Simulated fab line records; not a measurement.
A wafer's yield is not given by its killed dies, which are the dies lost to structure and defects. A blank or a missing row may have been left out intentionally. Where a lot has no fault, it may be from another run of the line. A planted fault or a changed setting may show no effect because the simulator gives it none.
Struck lot and sound lot, side by side || flow rit-cmos || 15 out of 202 route steps
Sound: the wafers L511.2, L511.4, L511.5. Wafers struck: L529.1, L529.2, L529.3. Last of all comes the cause.
Each step with rows lists, per side, the tool, then ch with its chambers, then its first start. Under that, the readings that differ: sound wafers || struck wafers || difference of the means || sigmas: that difference in standard deviations of wafers without a fault.
alike: words and numbers the same on both sides, and readings whose means are apart by under 2 such deviations; not compared: readings that were withheld, readings missing a value for some wafer, numbers with overlapping values and no deviation given by the record, and bounds like >300 which may hide the same value.
Wherever a step has rows on one side only, a row that says differs or no value, or a row with sigmas, the two part there. Non-overlapping numbers with no deviation appear without sigmas and do not part them. Lack of a reading on every wafer of one side parts them only where that side has two or more wafers.

first, 1 step without rows for these wafers: RIT_ACTIVE_HARDBAKE_12 (time 60 s).
RIT_ACTIVE_ETCH_13: etches Si3N4 in SF6, stops on SiO2, time 210 s, target depth 210 nm.
  sound on rie-diel-02 ch 0,3, day 1 19:53; struck on rie-diel-04 ch 0,2,3, day 5 13:55
  alike: drypump-motor-current-A, oes-product-au, rf-fwd-power-W, throttle-valve-pct
  not compared: rf-hours-counter-h
RIT_ACTIVE_STRIP_14: strips in O2, time 180 s.
  sound on plasma-asher-04 ch 0,1, day 1 20:01; struck on plasma-asher-01 ch 0,1, day 5 14:03
  alike: drypump-motor-current-A
  not compared: rf-hours-counter-h
RIT_ACTIVE_CD_MEAS_90 targets a cd of 1400 nm.
  sound: cd-sem-02 at day 1 20:13; struck: cd-sem-02 at day 5 14:13
  alike: cd-nm
then, 4 steps without rows for these wafers: RIT_ACTIVE_CLEAN_15 (cleans in SC1, time 600 s); RIT_ACTIVE_CLEAN_16 (cleans in dHF, time 30 s); RIT_ACTIVE_CLEAN_17 (cleans in SC2, time 600 s); RIT_FOX1_OXIDATION_00 (target thk 350.7 nm, ox time 1130 s).
RIT_FOX1_THK_MEAS_01:
  sound: film-metro-02 at day 1 22:01; struck: film-metro-02 at day 5 17:15
  alike: FOX1_OXIDE_THK
then, 2 steps without rows for these wafers: RIT_FOX1_WET_ETCH_02 (etches SiO2 in BOE, target depth 350 nm, time 390 s); RIT_FOX2_OXIDATION_00 (target thk 350.7 nm, ox time 1130 s).
RIT_FOX2_THK_MEAS_01:
  sound: film-metro-03 at day 1 23:30; struck: film-metro-02 at day 5 18:47
  alike: FOX2_OXIDE_THK
RIT_FOX2_CLEAN_02: cleans in dHF, time 180 s.
  sound on wet-bench-01 ch 0, day 1 23:33; struck on wet-bench-04 ch 3, day 5 18:50
{"reading": "run-length-s (s)", "sound": "211 211 211", "struck": "192 192 192", "difference": -19, "sigmas": -5}
then, 1 step without rows for these wafers: RIT_FOX2_WET_ETCH_03 (etches Si3N4 in H3PO4, target depth 195 nm, time 2700 s).
RIT_M1_PROBE_99:
  sound: prober-02 at day 3 15:58; struck: prober-02 at day 7 10:35
  alike: killed_at_M0_to_M3, killed-at-contacts, killed-at-front-end, killed-dies, killed-on-rim, killed-open, killed-short

## WHERE THEY PART
At RIT_FOX2_CLEAN_02 and nowhere else, as far as this record goes. Later steps at which nothing parts them and some readings are alike: RIT_M1_PROBE_99.

WHY: what had been put in by the simulator
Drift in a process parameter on wet-bench-04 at RIT_FOX2_CLEAN_02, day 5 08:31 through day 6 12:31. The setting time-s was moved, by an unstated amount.
